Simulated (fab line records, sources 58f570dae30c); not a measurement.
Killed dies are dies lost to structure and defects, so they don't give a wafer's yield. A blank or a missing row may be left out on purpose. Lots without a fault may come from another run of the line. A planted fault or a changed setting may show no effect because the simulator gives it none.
Chamber matching | flow berkeley_cmos170 | UCB170_GATE_ETCH_15 on rie_si-02: 4 sister chambers
The step etches poly-Si in HBr/Cl2, stops on SiO2, time 56.3 s, target depth 278.2 nm. 8 wafers are shown with their chamber, then 8 later ones without.

WAFERS WITH THEIR CHAMBER
wafer  | chamber | throttle_valve_pct (%) | drypump_motor_current_A (A)
L240.1 | 1       | 26.71                  | 5.7
L240.6 | 0       | 26.38                  | 5.8
L241.1 | 1       | 26.72                  | 5.6
L241.3 | 3       | 26.58                  | 6.2
L243.1 | 2       | 26.15                  | 5.2
L243.5 | 2       | 26.15                  | 5.2
L243.6 | 3       | 26.56                  | 6.2
L249.1 | 0       | 26.38                  | 5.7

WAFERS WITHOUT THEIR CHAMBER
wafer  | throttle_valve_pct (%) | drypump_motor_current_A (A)
L249.5 | 26.56                  | 6.2
L249.6 | 26.15                  | 5.2
L253.1 | 26.38                  | 5.8
L253.2 | 26.58                  | 5.7
L253.3 | 26.54                  | 6.2
L258.4 | 26.39                  | 5.8
L258.5 | 26.14                  | 5.2
L258.6 | 26.56                  | 6.2

WHICH CHAMBER EACH WENT THROUGH
wafer  | from the rows above | in truth
L249.5 | 3                   | 3
L249.6 | 2                   | 2
L253.1 | 0                   | 0
L253.2 | 3                   | 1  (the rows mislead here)
L253.3 | 3                   | 3
L258.4 | 0                   | 0
L258.5 | 2                   | 2
L258.6 | 3                   | 3
Placed correctly: 7 of 8. Can't be placed from these rows: 0. Placed wrongly: 1.
How it was worked out, from the rows above alone: a wafer's distance from a chamber is the root of the sum, over the readings, of the square of ((its reading less the chamber's mean) divided by the reading's scatter). The wafer belongs to the nearest chamber; if the next one is less than 2 further off, it can't be placed. A chamber's mean is the mean of its shown wafers. The scatter: the root of (the sum of the squares of (reading less its chamber's mean) over the shown wafers, divided by (wafers less chambers)).
